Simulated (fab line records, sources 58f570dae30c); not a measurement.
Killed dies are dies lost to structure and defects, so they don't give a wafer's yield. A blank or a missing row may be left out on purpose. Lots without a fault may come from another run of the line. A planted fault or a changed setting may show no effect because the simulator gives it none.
fab line records | flow berkeley_cmos170
record lots=5 wafers=15 last_day=13
route steps=331 shown CONTACT@230 M1@238 V1@254
lots that met no fault: from a run of the same line without faults
start_h: hours from the record's first day to the start of the lot's first wafer shown | wait_h: hours since the lot's step before | " the same as in the row above | L1.1+2: a row that stands for several wafers | - no value, or no start given | * or withheld: withheld | < > ~ a bound
route shown NAME@n: a module of which the file shows steps, and the number in the route of the first | usual: mean/standard deviation of fault-free wafers | same: alike in all rows | chamber/n: place in a boat | sites: the reading at each site | _std_site: their standard deviation | _edge_site: outer sites' mean less inner sites' | radius_mm: how far each site lies from the wafer's centre | mask NAME#n: copy n | behind: the tool/chamber that last shaped the wafer | hold: why the lot was held/for how many hours/how that ended | device: the transistor (n, p or np) that didn't switch | end of line: the same wafers' tests at the end of the route | a step without rows: its recipe alone | killed: dies lost to structure and defects at the first sort, not the wafer's yield | map: a wafer's dies, x killed, . not, _ none there
set.NAME: the setting as run; set.NAME@STEP: as run at that earlier step | model.NAME: the simulator's own value behind a step, which no gauge read
lots at some steps of the route; a table a step, a row a wafer
services: from which hour (start_h, from the record's first day; less than 0 if before it) a tool's chamber was out of use, for how many hours, and why
## steps
# step UCB170_CONTACT_DEVELOP_14
# recipe developer=TMAH develop_time_s=45 resist=KrF dev_temp_c=21
# columns lot.wafer tool chamber start_h wait_h
L074.2+3+4 litho_track-04 0 - -
L090.1+2+3 litho_track-04 0 - -
L092.1+3+5 litho_track-01 0 - -
L096.2+3+6 litho_track-01 0 - -
L097.1+2+4 litho_track-02 0 - -
# step UCB170_CONTACT_CD_MEAS_15
# recipe target_cd_nm=700
# usual cd_nm=699.8/1.3
# columns lot.wafer tool chamber start_h wait_h cd_nm
L074.2 cd_sem-02 - 171.66 - 698.5
L074.3 " - " " 698.4
L074.4 " - " " 698.6
L090.1 cd_sem-01 - 241.41 - 698.7
L090.2 " - " " 700.4
L090.3 " - " " 699.5
L092.1 cd_sem-02 - 244.47 - 700.2
L092.3 " - " " 698.8
L092.5 " - " " 698.7
L096.2 cd_sem-02 - 282.88 - 701.4
L096.3 " - " " 701.7
L096.6 " - " " 701.1
L097.1 cd_sem-01 - 283.19 - 700.3
L097.2 " - " " 699.8
L097.4 " - " " 699.5
# step UCB170_CONTACT_OVL_MEAS_16
# usual CONTACT_OVL=0/5.1
# columns lot.wafer tool chamber start_h wait_h CONTACT_OVL[nm]
L074.2 overlay-02 - 171.77 0.1 5
L074.3 " - " " 0
L074.4 " - " " 1
L090.1 overlay-01 - 241.53 0.1 0
L090.2 " - " " -2
L090.3 " - " " 1
L092.1 overlay-02 - 244.59 0.1 -1
L092.3 " - " " 3
L092.5 " - " " -2
L096.2 overlay-02 - 282.98 0.1 0
L096.3 " - " " -9
L096.6 " - " " -6
L097.1 overlay-01 - 283.31 0.1 -3
L097.2 " - " " 0
L097.4 " - " " -5
# step UCB170_CONTACT_ETCH_17
# recipe chemistry=N2/H2 target_depth_a=withheld overetch_a=withheld target=BARC time_s=withheld source_w=500 bias_w=100 pressure_mtorr=30 n2_flow_sccm=100 h2_flow_sccm=200
# usual drypump_motor_current_A=5.9/0.4 oes_product_au=1.000/0.016 throttle_valve_pct=13.32/0.18
# columns lot.wafer tool chamber start_h wait_h drypump_motor_current_A oes_product_au throttle_valve_pct
L074.2 rie_diel-03 0 171.80 0.0 6.1 0.975 13.32
L074.3 " 2 " " 5.6 1.021 13.26
L074.4 " 2 " " 5.6 1.018 13.26
L090.1 rie_diel-04 3 241.57 0.0 6.1 1.001 13.28
L090.2 " 0 " " 6.2 1.002 13.40
L090.3 " 1 " " 6.2 0.992 13.02
L092.1 rie_diel-02 2 244.62 0.0 6.2 1.010 13.66
L092.3 " 1 " " 6.3 1.001 13.23
L092.5 " 1 " " 6.2 1.003 13.25
L096.2 rie_diel-04 0 283.01 0.0 6.2 0.986 13.40
L096.3 " 1 " " 6.2 0.994 13.00
L096.6 " 3 " " 6.1 0.994 13.28
L097.1 rie_diel-02 3 283.34 0.0 5.3 0.983 13.24
L097.2 " 1 " " 6.2 1.022 13.24
L097.4 " 0 " " 5.7 1.022 13.26
# step UCB170_CONTACT_ETCH_18
# recipe chemistry=CHF3/CF4/Ar target=PSG stop_on=TiSi2 CHF3_flow_sccm=45 cf4_flow_sccm=15 Ar_flow_sccm=150 pressure_mtorr=200 rf_w=700 target_depth_a=8400 over_etch_frac=0.2 time_s=195
# usual drypump_motor_current_A=5.9/0.41 oes_product_au=0.893/0.015 throttle_valve_pct=6.96/0.12
# same time_s=195
# columns lot.wafer tool chamber start_h wait_h drypump_motor_current_A oes_product_au rf_hours_counter_h throttle_valve_pct
L074.2 rie_diel-03 0 - - 6.1 0.866 153 6.95
L074.3 " 2 " " 5.6 0.891 146 6.93
L074.4 " 2 " " 5.6 0.892 - 6.91
L090.1 rie_diel-04 3 - - 6.1 0.898 136 6.95
L090.2 " 0 " " 6.2 0.884 10 7.07
L090.3 " 1 " " 6.2 0.893 7 6.73
L092.1 rie_diel-02 2 - - 6.1 0.921 67 7.16
L092.3 " 1 " " 6.3 0.887 21 6.94
L092.5 " 1 " " 6.3 0.894 - 6.92
L096.2 rie_diel-04 0 - - 6.2 0.888 12 7.03
L096.3 " 1 " " 6.2 0.891 9 6.74
L096.6 " 3 " " 6.0 0.900 - 6.94
L097.1 rie_diel-02 3 - - 5.3 0.875 1 6.87
L097.2 " 1 " " 6.3 0.907 23 6.94
L097.4 " 0 " " 5.7 0.905 26 6.92
# step UCB170_CONTACT_STRIP_19
# recipe chemistry=O2 power_w=400 pressure_mtorr=3500 platen_temp_c=withheld o2_flow_sccm=400 overash_fraction=0.5
# usual drypump_motor_current_A=5.7/0.44 oes_product_au=0.725/0.0041
# columns lot.wafer tool chamber start_h wait_h drypump_motor_current_A oes_product_au rf_hours_counter_h
L074.2 plasma_asher-04 0 171.96 - 5.9 0.722 33
L074.3 " 1 " " 5.7 0.722 -
L074.4 " 0 " " 5.9 0.728 -
L090.1 plasma_asher-03 0 241.74 - 5.8 0.728 50
L090.2 " 1 " " 5.0 0.723 50
L090.3 " 0 " " 5.7 0.725 -
L092.1 plasma_asher-03 1 244.79 - 5.0 0.720 50
L092.3 " 0 " " 5.7 0.732 -
L092.5 " 0 " " 5.7 0.726 -
L096.2 plasma_asher-03 0 283.18 - 5.8 0.723 55
L096.3 " 0 " " 5.7 0.722 -
L096.6 " 0 " " 5.7 0.728 -
L097.1 plasma_asher-04 1 283.51 - 5.7 0.726 46
L097.2 " 0 " " 5.9 0.731 46
L097.4 " 1 " " 5.7 0.727 -
# step UCB170_CONTACT_CD_MEAS_90
# recipe target_cd_nm=700
# usual cd_nm=699.9/1.4
# columns lot.wafer tool chamber start_h wait_h cd_nm
L074.2 cd_sem-01 - 172.08 0.1 697.0
L074.3 " - " " 698.7
L074.4 " - " " 698.6
L090.1 cd_sem-02 - 241.84 0.1 698.3
L090.2 " - " " 701.9
L090.3 " - " " 699.8
L092.1 cd_sem-01 - 244.89 0.1 700.0
L092.3 " - " " 698.8
L092.5 " - " " 698.8
L096.2 cd_sem-01 - 283.33 0.1 701.4
L096.3 " - " " 700.9
L096.6 " - " " 701.1
L097.1 cd_sem-02 - 283.61 0.1 700.3
L097.2 " - " " 700.1
L097.4 " - " " 698.9
# step UCB170_CONTACT_CLEAN_20
# recipe chemistry=SPM temp_c=120 time_s=600
# same time_s=600
# columns lot.wafer tool chamber start_h wait_h
L074.2+3+4 wet_bench-03 0 172.18 0.1
L090.1+2+3 wet_bench-03 0 241.96 0.1
L092.1+3+5 wet_bench-02 3 245.01 0.1
L096.2+3+6 wet_bench-03 2 283.43 0.1
L097.1+2+4 wet_bench-03 0 283.73 0.1
# step UCB170_M1_SPUTTER_00
# recipe material=Al target_thk_nm=600 time_s=80 power_w=6000 chamber_pressure_pa=0.5
# usual throttle_valve_pct=29.7/1.3
# same time_s=80
# columns lot.wafer tool chamber start_h wait_h throttle_valve_pct
L074.2 pvd_sputter-04 - 172.36 0.0 29.9
L074.3 " - " " 29.3
L074.4 " - " " 27.3
L090.1 pvd_sputter-04 - 242.13 0.0 30.8
L090.2 " - " " 29.9
L090.3 " - " " 29.3
L092.1 pvd_sputter-04 - 245.36 0.0 30.7
L092.3 " - " " 30.0
L092.5 " - " " 27.2
L096.2 pvd_sputter-03 - 283.62 0.0 27.7
L096.3 " - " " 29.3
L096.6 " - " " 29.1
L097.1 pvd_sputter-02 - 283.92 0.0 31.5
L097.2 " - " " 31.1
L097.4 " - " " 28.9
# step UCB170_M1_RS_MEAS_01
# recipe thk_meas_gauge=four-point-probe reads=Al_of_M1_SPUTTER_00
# usual M1_AL_RS=0.0487/0.00052
# columns lot.wafer tool chamber start_h wait_h M1_AL_RS[ohm/sq]
L074.2 film_metro-01 - 172.44 0.1 0.0482
L074.3 " - " " 0.0479
L074.4 " - " " 0.0481
L090.1 film_metro-02 - 242.19 0.0 0.0487
L090.2 " - " " 0.0494
L090.3 " - " " 0.0490
L092.1 film_metro-01 - 245.42 0.0 0.0496
L092.3 " - " " 0.0495
L092.5 " - " " 0.0489
L096.2 film_metro-03 - 283.70 0.1 0.0487
L096.3 " - " " 0.0488
L096.6 " - " " 0.0494
L097.1 film_metro-02 - 283.98 0.0 0.0486
L097.2 " - " " 0.0484
L097.4 " - " " 0.0485
# step UCB170_M1_THK_MEAS_02
# recipe thk_meas_gauge=xrf reads=Al_of_M1_SPUTTER_00
# usual M1_AL_THK=591/6.3
# columns lot.wafer tool chamber start_h wait_h M1_AL_THK[nm]
L074.2 film_metro-01 - 172.55 0.1 594
L074.3 " - " " 603
L074.4 " - " " 602
L090.1 film_metro-02 - 242.31 0.1 590
L090.2 " - " " 585
L090.3 " - " " 589
L092.1 film_metro-01 - 245.54 0.1 579
L092.3 " - " " 581
L092.5 " - " " 588
L096.2 film_metro-03 - 283.81 0.1 599
L096.3 " - " " 598
L096.6 " - " " 586
L097.1 film_metro-02 - 284.10 0.1 588
L097.2 " - " " 596
L097.4 " - " " 590
# step UCB170_M1_COAT_03
# recipe resist=BARC temp_c=withheld time_s=withheld spin_rpm=3000 resist_thk_nm=withheld
# columns lot.wafer tool chamber start_h wait_h
L074.2+3+4 litho_track-04 0 172.90 0.3
L090.1+2+3 litho_track-03 0 242.57 0.2
L092.1+3+5 litho_track-01 0 245.92 0.4
L096.2+3+6 litho_track-01 0 283.88 0.1
L097.1+2+4 litho_track-04 0 284.42 0.3
# step UCB170_M1_COAT_04
# recipe resist=KrF spin_rpm=1500 resist_thk_nm=900
# columns lot.wafer tool chamber start_h wait_h
L074.2+3+4 litho_track-04 0 - -
L090.1+2+3 litho_track-03 0 - -
L092.1+3+5 litho_track-01 0 - -
L096.2+3+6 litho_track-01 0 - -
L097.1+2+4 litho_track-04 0 - -
# step UCB170_M1_SOFTBAKE_05
# recipe resist=KrF temp_c=130 time_s=60
# same time_s=60
# columns lot.wafer tool chamber start_h wait_h
L074.2+3+4 litho_track-04 0 - -
L090.1+2+3 litho_track-03 0 - -
L092.1+3+5 litho_track-01 0 - -
L096.2+3+6 litho_track-01 0 - -
L097.1+2+4 litho_track-04 0 - -
# step UCB170_M1_EXPOSE_06
# recipe mask_id=METAL1 target_cd_nm=700 na=0.5 sigma_outer=0.6 source_shape=conventional dose_mj=21
# columns lot.wafer tool chamber start_h wait_h mask
L074.2+3+4 krf_scanner-01 0 173.44 - METAL1#0
L090.1+2+3 krf_scanner-01 0 243.05 - METAL1#0
L092.1+3+5 krf_scanner-02 0 246.37 - METAL1#0
L096.2+3+6 krf_scanner-01 0 284.45 - METAL1#0
L097.1+2+4 krf_scanner-01 0 285.18 - METAL1#0
# step UCB170_M1_PEB_07
# recipe peb_temp_c=130 peb_time_s=withheld resist=KrF
# columns lot.wafer tool chamber start_h wait_h
L074.2+3+4 litho_track-04 0 173.80 0.3
L090.1+2+3 litho_track-03 0 243.75 0.7
L092.1+3+5 litho_track-03 0 246.75 0.4
L096.2+3+6 litho_track-03 0 285.07 0.6
L097.1+2+4 litho_track-01 0 285.48 0.3
# step UCB170_M1_DEVELOP_08
# recipe developer=TMAH develop_time_s=45 resist=KrF dev_temp_c=21
# columns lot.wafer tool chamber start_h wait_h
L074.2+3+4 litho_track-04 0 - -
L090.1+2+3 litho_track-03 0 - -
L092.1+3+5 litho_track-03 0 - -
L096.2+3+6 litho_track-03 0 - -
L097.1+2+4 litho_track-01 0 - -
# step UCB170_M1_CD_MEAS_09
# recipe target_cd_nm=700
# usual cd_nm=699.9/1.7
# columns lot.wafer tool chamber start_h wait_h cd_nm
L074.2 cd_sem-01 - 174.12 - 698.9
L074.3 " - " " 697.4
L074.4 " - " " 698.6
L090.1 cd_sem-02 - 244.02 - 698.3
L090.2 " - " " 697.2
L090.3 " - " " 697.6
L092.1 cd_sem-01 - 247.02 - 699.6
L092.3 " - " " 700.2
L092.5 " - " " 698.6
L096.2 cd_sem-02 - 285.34 - 700.4
L096.3 " - " " 700.4
L096.6 " - " " 702.1
L097.1 cd_sem-02 - 285.76 - 705.0
L097.2 " - " " 703.6
L097.4 " - " " 702.6
# step UCB170_M1_OVL_MEAS_10
# usual M1_OVL=2/5.1
# columns lot.wafer tool chamber start_h wait_h M1_OVL[nm]
L074.2 overlay-01 - 174.23 0.1 11
L074.3 " - " " 6
L074.4 " - " " 11
L090.1 overlay-01 - 244.14 0.1 5
L090.2 " - " " 4
L090.3 " - " " 0
L092.1 overlay-01 - 247.14 0.1 -9
L092.3 " - " " -5
L092.5 " - " " -8
L096.2 overlay-01 - 285.45 0.1 -2
L096.3 " - " " -2
L096.6 " - " " 2
L097.1 overlay-01 - 285.88 0.1 7
L097.2 " - " " 5
L097.4 " - " " 2
# step UCB170_M1_ETCH_11
# recipe chemistry=N2/H2 target_depth_a=withheld overetch_a=withheld target=BARC time_s=withheld source_w=500 bias_w=100 pressure_mtorr=30 n2_flow_sccm=100 h2_flow_sccm=200
# usual drypump_motor_current_A=5.9/0.42 oes_product_au=0.997/0.015 throttle_valve_pct=13.29/0.18
# columns lot.wafer tool chamber start_h wait_h drypump_motor_current_A oes_product_au throttle_valve_pct
L074.2 rie_diel-03 0 174.26 0.0 6.1 0.982 13.30
L074.3 " 2 " " 5.6 1.032 13.25
L074.4 " 2 " " 5.6 1.031 13.24
L090.1 rie_diel-03 2 244.18 0.0 5.7 1.031 13.22
L090.2 " 0 " " 6.1 0.975 13.32
L090.3 " 1 " " 6.4 0.986 13.58
L092.1 rie_diel-03 0 247.18 0.0 6.1 0.976 13.33
L092.3 " 3 " " 5.0 0.997 13.04
L092.5 " 3 " " 5.0 0.990 13.02
L096.2 rie_diel-04 1 285.48 0.0 6.2 0.991 13.01
L096.3 " 0 " " 6.2 0.990 13.42
L096.6 " 0 " " 6.2 0.994 13.40
L097.1 rie_diel-03 1 285.91 0.0 6.4 0.968 13.58
L097.2 " 0 " " 6.0 0.969 13.32
L097.4 " 2 " " 5.6 1.020 13.22
# step UCB170_M1_METAL_ETCH_12
# recipe chemistry=Cl2/BCl3 target=Al stop_on=PSG pressure_mtorr=12 target_depth_a=7800 over_etch_frac=0.3 time_s=130 icp_w=600 bias_w=120 Cl2_flow_sccm=90 bcl3_flow_sccm=45
# usual bcl3_flow_sccm=45.00/0.14 drypump_motor_current_A=5.5/0.47 oes_product_au=0.857/0.012 throttle_valve_pct=24.39/0.13
# same time_s=130
# columns lot.wafer tool chamber start_h wait_h bcl3_flow_sccm drypump_motor_current_A oes_product_au rf_hours_counter_h throttle_valve_pct
L074.2 rie_metal-02 1 174.30 - 45.12 5.3 0.856 10 24.36
L074.3 " 1 " " 44.95 5.3 0.858 - 24.36
L074.4 " 0 " " 44.86 6.4 0.880 - 24.67
L090.1 rie_metal-03 0 244.22 - 45.03 5.1 0.846 11 24.34
L090.2 " 1 " " 45.28 5.0 0.844 13 24.38
L090.3 " 1 " " 45.07 5.0 0.838 - 24.38
L092.1 rie_metal-01 1 247.22 - 44.90 5.8 0.854 9 24.29
L092.3 " 1 " " 44.83 5.8 0.852 - 24.28
L092.5 " 0 " " 45.21 5.2 0.845 - 24.34
L096.2 rie_metal-01 0 285.52 - 44.93 5.2 0.853 4 24.34
L096.3 " 1 " " 45.20 5.8 0.865 - 24.28
L096.6 " 1 " " 45.29 5.8 0.856 - 24.27
L097.1 rie_metal-02 1 285.96 - 45.05 5.3 0.882 0 24.37
L097.2 " 1 " " 44.95 5.3 0.868 - 24.37
L097.4 " 1 " " 45.02 5.3 0.873 - 24.36
# step UCB170_M1_STRIP_13
# recipe chemistry=O2 power_w=400 pressure_mtorr=3500 platen_temp_c=withheld o2_flow_sccm=400 overash_fraction=0.5
# usual drypump_motor_current_A=5.8/0.49 oes_product_au=0.720/0.0045
# columns lot.wafer tool chamber start_h wait_h drypump_motor_current_A oes_product_au rf_hours_counter_h
L074.2 plasma_asher-01 0 174.43 0.1 5.0 0.715 6
L074.3 " 0 " " 4.9 0.727 -
L074.4 " 1 " " 6.2 0.712 -
L090.1 plasma_asher-01 1 244.35 0.1 6.2 0.714 14
L090.2 " 0 " " 5.0 0.722 14
L090.3 " 1 " " 6.2 0.719 -
L092.1 plasma_asher-04 1 247.35 0.1 5.7 0.720 42
L092.3 " 0 " " 5.9 0.723 -
L092.5 " 0 " " 5.9 0.726 -
L096.2 plasma_asher-01 1 285.65 0.1 6.2 0.718 18
L096.3 " 0 " " 4.9 0.726 -
L096.6 " 1 " " 6.2 0.729 -
L097.1 plasma_asher-02 1 286.22 0.2 5.5 0.727 62
L097.2 " 0 " " 6.4 0.721 62
L097.4 " 0 " " 6.4 0.714 -
# step UCB170_M1_CD_MEAS_90
# recipe target_cd_nm=700
# usual cd_nm=700.3/2.2
# columns lot.wafer tool chamber start_h wait_h cd_nm
L074.2 cd_sem-01 - 174.55 0.1 697.9
L074.3 " - " " 696.8
L074.4 " - " " 698.7
L090.1 cd_sem-01 - 244.45 0.1 699.5
L090.2 " - " " 696.9
L090.3 " - " " 695.5
L092.1 cd_sem-01 - 247.45 0.1 701.2
L092.3 " - " " 700.6
L092.5 " - " " 700.1
L096.2 cd_sem-01 - 285.77 0.1 704.8
L096.3 " - " " 701.9
L096.6 " - " " 702.7
L097.1 cd_sem-02 - 286.32 0.1 706.1
L097.2 " - " " 704.4
L097.4 " - " " 703.7
# step UCB170_M1_ANNEAL_14
# recipe temp_c=400 time_s=1200 ambient=forming_gas
# usual spike_tc_centre_C=400.6/1 tube_center_temp_C=400/0.035
# same time_s=1200
# columns lot.wafer tool chamber start_h wait_h spike_tc_centre_C tube_center_temp_C
L074.2 furnace-03 0 174.65 0.1 400.0 400.09
L074.3 " 0 " " 400.0 399.98
L074.4 " 0 " " 401.4 399.99
L090.1 furnace-03 0 245.21 0.7 400.1 399.99
L090.2 " 0 " " 400.7 400.04
L090.3 " 0 " " 402.6 400.02
L092.1 furnace-03 0 247.87 0.4 401.2 399.92
L092.3 " 0 " " 401.4 400.01
L092.5 " 0 " " 400.2 399.97
L096.2 furnace-03 0 285.87 0.1 402.7 399.97
L096.3 " 0 " " 399.7 400
L096.6 " 0 " " 400.5 400.03
L097.1 furnace-03 0 287.21 0.9 401.6 399.97
L097.2 " 0 " " 401.3 400.02
L097.4 " 0 " " 398.9 399.94
# step UCB170_V1_CVD_00
# recipe material=SiO2 target_thk_nm=2000 temp_c=390 precursor=TEOS/O2 time_s=250 rf_w=550 pressure_mtorr=9000
# usual heater_power_w=252/63
# same time_s=250
# columns lot.wafer tool chamber start_h wait_h heater_power_w
L074.2 pecvd-01 2 175.98 0.0 210
L074.3 " 0 " " 280
L074.4 " 0 " " 227
L090.1 pecvd-01 1 246.54 0.0 250
L090.2 " 0 " " 265
L090.3 " 2 " " 238
L092.1 pecvd-01 1 249.21 0.0 267
L092.3 " 0 " " 261
L092.5 " 2 " " 172
L096.2 pecvd-01 1 287.21 0.0 260
L096.3 " 0 " " 289
L096.6 " 0 " " 229
L097.1 pecvd-02 2 288.54 0.0 399
L097.2 " 1 " " 340
L097.4 " 2 " " 296
# step UCB170_V1_THK_MEAS_01
# recipe reads=SiO2_of_V1_CVD_00
# usual V1_TEOS_THK=2003/24
# columns lot.wafer tool chamber start_h wait_h V1_TEOS_THK[nm]
L074.2 film_metro-04 - 176.15 0.1 1986
L074.3 " - " " 2005
L074.4 " - " " 2030
L090.1 film_metro-02 - 246.69 0.1 2024
L090.2 " - " " 1987
L090.3 " - " " 2012
L092.1 film_metro-04 - 249.36 0.1 2006
L092.3 " - " " 2030
L092.5 " - " " 2039
L096.2 film_metro-04 - 287.37 0.1 1987
L096.3 " - " " 1989
L096.6 " - " " 1990
L097.1 film_metro-04 - 288.69 0.1 1979
L097.2 " - " " 1941
L097.4 " - " " 2003
# step UCB170_V1_CMP_02
# recipe material=SiO2 down_force_psi=6 platen_rpm=60 pad_velocity_m_s=0.75398
# usual head_pressure_psi=6.000/0.013 motor_current_A=16.4/1.9 platen_rpm=60.00/0.038 retaining_ring_pressure_frac=1.000/0.0054 slurry_flow_ml_min=150.0/0.47
# columns lot.wafer tool chamber start_h wait_h head_pressure_psi motor_current_A platen_rpm retaining_ring_pressure_frac slurry_flow_ml_min
L074.2 cmp-02 2 176.20 0.0 5.989 18.6 59.95 1.009 149.8
L074.3 " 3 " " 6.013 18.2 60.00 1.003 149.7
L074.4 " 0 " " 6.009 16.9 60.01 0.998 150.2
L090.2 cmp-02 3 246.75 0.0 5.973 17.9 60.04 0.994 149.0
L090.1 " 0 " " 5.997 17.1 60.06 1.006 149.6
L090.3 " 2 " " 6.002 19.4 59.98 1.000 150.5
L092.1 cmp-02 1 249.42 0.1 5.999 13.8 60.03 1.005 149.0
L092.3 " 2 " " 6.011 19.5 59.97 1.002 150.5
L092.5 " 1 " " 5.977 13.1 60.00 1.004 149.9
L096.3 cmp-02 0 287.42 0.0 5.969 17.0 60.01 1.003 149.9
L096.2 " 1 " " 6.009 14.8 59.97 0.985 149.8
L096.6 " 0 " " 5.992 17.1 60.02 1.013 151.1
L097.1 cmp-01 2 288.75 0.1 5.992 17.1 60.00 0.993 149.5
L097.4 " 3 " " 5.990 17.0 60.02 0.994 150.4
L097.2 " 1 " " 6.004 15.3 59.95 1.001 150.2
# step UCB170_V1_BOW_MEAS_03
# recipe mode=bow
# usual V1_BOW=18/7
# columns lot.wafer tool chamber start_h wait_h V1_BOW[um]
L074.2 film_metro-02 - 176.52 0.3 22
L074.3 " - " " 18
L074.4 " - " " 14
L090.1 film_metro-04 - 247.05 0.2 15
L090.2 " - " " 14
L090.3 " - " " 10
L092.1 film_metro-02 - 249.72 0.2 21
L092.3 " - " " 21
L092.5 " - " " 20
L096.2 film_metro-03 - 287.74 0.2 23
L096.3 " - " " 21
L096.6 " - " " 12
L097.1 film_metro-02 - 289.05 0.2 26
L097.2 " - " " 24
L097.4 " - " " 20
# step UCB170_V1_THK_MEAS_04
# recipe reads=SiO2_of_V1_CVD_00
# usual V1_POLISHED_THK=999.8/1
# columns lot.wafer tool chamber start_h wait_h V1_POLISHED_THK[nm]
L074.2 film_metro-02 - 176.63 0.1 999.8
L074.3 " - " " 1000.4
L074.4 " - " " 999.7
L090.1 film_metro-04 - 247.17 0.1 1000.0
L090.2 " - " " 999.3
L090.3 " - " " 999.9
L092.1 film_metro-02 - 249.84 0.1 1000.6
L092.3 " - " " 1000.4
L092.5 " - " " 1000.4
L096.2 film_metro-03 - 287.85 0.1 1001.2
L096.3 " - " " 1000.3
L096.6 " - " " 1000.6
L097.1 film_metro-02 - 289.17 0.1 1000.7
L097.2 " - " " 999.1
L097.4 " - " " 999.4
# step UCB170_V1_CLEAN_05
# recipe chemistry=DIW
# columns lot.wafer tool chamber start_h wait_h
L074.2+3+4 wet_bench-02 2 180.33 3.7
L090.1+2+3 wet_bench-02 2 247.23 0.1
L092.1+3+5 wet_bench-01 1 250.25 0.4
L096.2+3+6 wet_bench-02 2 287.90 0.0
L097.1+2+4 wet_bench-02 1 289.23 0.1
# step UCB170_V1_HMDS_06
# recipe prime_time_s=60 prime_temp_c=100
# columns lot.wafer tool chamber start_h wait_h
L074.2+3+4 litho_track-03 0 180.53 0.0
L090.1+2+3 litho_track-02 0 247.93 0.0
L092.1+3+5 litho_track-03 0 250.44 0.0
L096.2+3+6 litho_track-02 0 288.14 0.1
L097.1+2+4 litho_track-03 0 289.78 0.4
# step UCB170_V1_COAT_07
# recipe resist=KrF spin_rpm=1500 resist_thk_nm=900
# columns lot.wafer tool chamber start_h wait_h
L074.2+3+4 litho_track-03 0 180.68 0.1
L090.1+2+3 litho_track-02 0 248.08 0.1
L092.1+3+5 litho_track-03 0 250.59 0.1
L096.2+3+6 litho_track-02 0 288.29 0.1
L097.1+2+4 litho_track-03 0 289.93 0.1
# step UCB170_V1_SOFTBAKE_08
# recipe resist=KrF temp_c=130 time_s=60
# same time_s=60
# columns lot.wafer tool chamber start_h wait_h
L074.2+3+4 litho_track-03 0 180.83 0.1
L090.1+2+3 litho_track-02 0 248.23 0.1
L092.1+3+5 litho_track-03 0 250.74 0.1
L096.2+3+6 litho_track-02 0 288.44 0.1
L097.1+2+4 litho_track-03 0 290.08 0.1
# step UCB170_V1_EXPOSE_09
# recipe mask_id=VIA1 target_cd_nm=700 na=0.5 sigma_outer=0.6 source_shape=conventional dose_mj=37
# columns lot.wafer tool chamber start_h wait_h mask
L074.2+3+4 krf_scanner-01 0 181.10 0.2 VIA1#0
L090.1+2+3 krf_scanner-01 0 248.38 0.1 VIA1#0
L092.1+3+5 krf_scanner-01 0 251.02 0.2 VIA1#0
L096.2+3+6 krf_scanner-02 0 288.72 0.3 VIA1#0
L097.1+2+4 krf_scanner-02 0 290.23 0.1 VIA1#0
# step UCB170_V1_PEB_10
# recipe peb_temp_c=130 peb_time_s=withheld resist=KrF
# columns lot.wafer tool chamber start_h wait_h
L074.2+3+4 litho_track-03 0 181.43 0.3
L090.1+2+3 litho_track-03 0 248.75 0.3
L092.1+3+5 litho_track-01 0 251.13 0.1
L096.2+3+6 litho_track-02 0 289.31 0.6
L097.1+2+4 litho_track-01 0 290.45 0.2
# step UCB170_V1_DEVELOP_11
# recipe developer=TMAH develop_time_s=45 resist=KrF dev_temp_c=21
# columns lot.wafer tool chamber start_h wait_h
L074.2+3+4 litho_track-03 0 - -
L090.1+2+3 litho_track-03 0 - -
L092.1+3+5 litho_track-01 0 - -
L096.2+3+6 litho_track-02 0 - -
L097.1+2+4 litho_track-01 0 - -
# step UCB170_V1_CD_MEAS_12
# recipe target_cd_nm=700
# usual cd_nm=700.1/1.4
# columns lot.wafer tool chamber start_h wait_h cd_nm
L074.2 cd_sem-02 - 181.70 - 696.3
L074.3 " - " " 697.1
L074.4 " - " " 698.3
L090.1 cd_sem-02 - 249.03 - 699.0
L090.2 " - " " 700.5
L090.3 " - " " 698.7
L092.1 cd_sem-01 - 251.41 - 700.6
L092.3 " - " " 700.8
L092.5 " - " " 699.7
L096.2 cd_sem-02 - 289.58 - 701.8
L096.3 " - " " 701.4
L096.6 " - " " 702.4
L097.1 cd_sem-01 - 290.72 - 700.0
L097.2 " - " " 700.7
L097.4 " - " " 698.8
# step UCB170_V1_OVL_MEAS_13
# usual V1_OVL=-1/5.6
# columns lot.wafer tool chamber start_h wait_h V1_OVL[nm]
L074.2 overlay-01 - 181.80 0.1 0
L074.3 " - " " -5
L074.4 " - " " 1
L090.1 overlay-01 - 249.15 0.1 -4
L090.2 " - " " -2
L090.3 " - " " 5
L092.1 overlay-02 - 251.53 0.1 6
L092.3 " - " " 0
L092.5 " - " " 5
L096.2 overlay-01 - 289.69 0.1 -7
L096.3 " - " " -3
L096.6 " - " " 3
L097.1 overlay-02 - 290.84 0.1 5
L097.2 " - " " 1
L097.4 " - " " -4
# step UCB170_V1_ETCH_14
# recipe chemistry=CHF3/CF4/Ar target=SiO2 stop_on=Al CHF3_flow_sccm=45 cf4_flow_sccm=15 Ar_flow_sccm=150 pressure_mtorr=200 rf_w=700 target_depth_a=12500 over_etch_frac=0.25 time_s=291
# usual drypump_motor_current_A=5.9/0.41 oes_product_au=0.870/0.013 throttle_valve_pct=6.97/0.12
# same time_s=291
# columns lot.wafer tool chamber start_h wait_h drypump_motor_current_A oes_product_au rf_hours_counter_h throttle_valve_pct
L074.2 rie_diel-01 3 181.83 0.0 5.8 0.859 26 7.10
L074.3 " 1 " " 5.5 0.878 92 6.93
L074.4 " 1 " " 5.5 0.881 - 6.97
L090.1 rie_diel-03 3 249.18 0.0 5.0 0.874 61 6.82
L090.2 " 2 " " 5.6 0.887 1 6.94
L090.3 " 0 " " 6.0 0.860 3 6.95
L092.1 rie_diel-03 1 251.56 0.0 6.4 0.858 4 7.17
L092.3 " 3 " " 5.0 0.865 62 6.82
L092.5 " 1 " " 6.4 0.853 - 7.17
L096.2 rie_diel-03 0 289.72 0.0 6.0 0.864 5 6.96
L096.3 " 3 " " 5.0 0.863 63 6.83
L096.6 " 0 " " 6.1 0.857 - 6.96
L097.1 rie_diel-01 3 290.88 0.0 5.8 0.846 30 7.11
L097.2 " 2 " " 6.2 0.876 5 6.81
L097.4 " 0 " " 6.3 0.881 7 6.89
## services
# columns tool chamber start_h hours kind
cmp-02 - 147.58 5.2 repair
krf_scanner-01 - 148.75 1.0 pm
rie_diel-02 - 160.83 2.8 pm
rie_diel-03 1 161.55 9.5 repair
cmp-02 - 163.10 3.4 repair
rie_diel-04 - 173.00 2.8 pm
rie_diel-02 1 177.24 5.4 repair
cmp-02 - 196.13 0.5 repair
rie_diel-02 2 198.19 4.1 repair
rie_diel-04 1 204.01 2.8 repair
krf_scanner-01 - 204.90 0.7 repair
plasma_asher-03 - 208.53 2.8 pm
rie_diel-02 2 213.36 10.0 repair
plasma_asher-01 - 225.74 1.4 repair
krf_scanner-01 - 252.53 0.8 pm
rie_diel-03 2 259.41 9.0 repair
wet_bench-03 - 264.46 3.5 repair
plasma_asher-01 - 264.96 3.6 repair
rie_diel-02 - 273.83 0.6 repair
rie_diel-04 2 275.33 12.1 repair
plasma_asher-04 - 276.89 3.4 repair
krf_scanner-02 - 277.89 1.0 pm
cmp-02 - 283.07 0.9 repair
krf_scanner-02 - 284.43 1.3 pm
## key
fault none
